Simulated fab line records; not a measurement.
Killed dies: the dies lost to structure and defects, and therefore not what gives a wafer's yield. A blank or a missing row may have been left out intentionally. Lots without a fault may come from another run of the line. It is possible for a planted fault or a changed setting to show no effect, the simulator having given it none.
The tool behind it: which one? + flow berkeley cmos170 + Sampling: 6 lots, 18 wafers, 2 of 331 route steps

## WHAT THE GAUGES SHOWED, per wafer
UCB170_V2_THK_MEAS_01.
| lot  | measured     | on            | V2_TEOS_THK (nm) |
|------|--------------|---------------|------------------|
| L153 | day 8 20:57  | film metro-02 | 2025 2019 2031   |
| L156 | day 10 10:35 | film metro-02 | 1970 1995 2022   |
| L158 | day 10 14:25 | film metro-03 | 2001 2012 2038   |
| L163 | day 11 20:35 | film metro-03 | 1974 1969 2016   |
| L166 | day 12 12:14 | film metro-04 | 1986 1972 1983   |
| L170 | day 13 03:42 | film metro-03 | 1999 2049 2000   |

## EACH LOT AND THE TOOL THAT RAN IT (in order: tool; ch and the chambers of the sampled wafers; start)
| lot  | UCB170_V2_CVD_00                |
|------|---------------------------------|
| L153 | pecvd-01 ch 0,2, day 8 20:48    |
| L156 | pecvd-02 ch 0,2, day 10 10:26   |
| L158 | pecvd-04 ch 0,2, day 10 14:15   |
| L163 | pecvd-04 ch 0,1,2, day 11 20:26 |
| L166 | pecvd-04 ch 1,2, day 12 12:04   |
| L170 | pecvd-02 ch 0,1, day 13 03:32   |
- UCB170_V2_CVD_00: deposits SiO2 from TEOS/O2, target thk 2000 nm, time 250 s.

## THE ANSWER, worked out from the rows above alone
Rule: the lots themselves supply what counts as usual. Put in order of their means at a reading, lots are off if they are a third of the lots or fewer, leave a main group of 4 or more, and stand apart from it by a gap of 3 or more times the standard deviation of the main group's means; of several such gaps the widest counts. The tables above print the reading to a certain number of digits; a main group whose means all agree to those digits is not used. A lot without any number at a reading at which 4 lots or more have one is off too. Where the step has rows for the other lots, those lots are counted as sound.
No lot is off on any of the readings shown, so nothing can be concluded from this.

## WHAT THE SIMULATOR HAD INSERTED
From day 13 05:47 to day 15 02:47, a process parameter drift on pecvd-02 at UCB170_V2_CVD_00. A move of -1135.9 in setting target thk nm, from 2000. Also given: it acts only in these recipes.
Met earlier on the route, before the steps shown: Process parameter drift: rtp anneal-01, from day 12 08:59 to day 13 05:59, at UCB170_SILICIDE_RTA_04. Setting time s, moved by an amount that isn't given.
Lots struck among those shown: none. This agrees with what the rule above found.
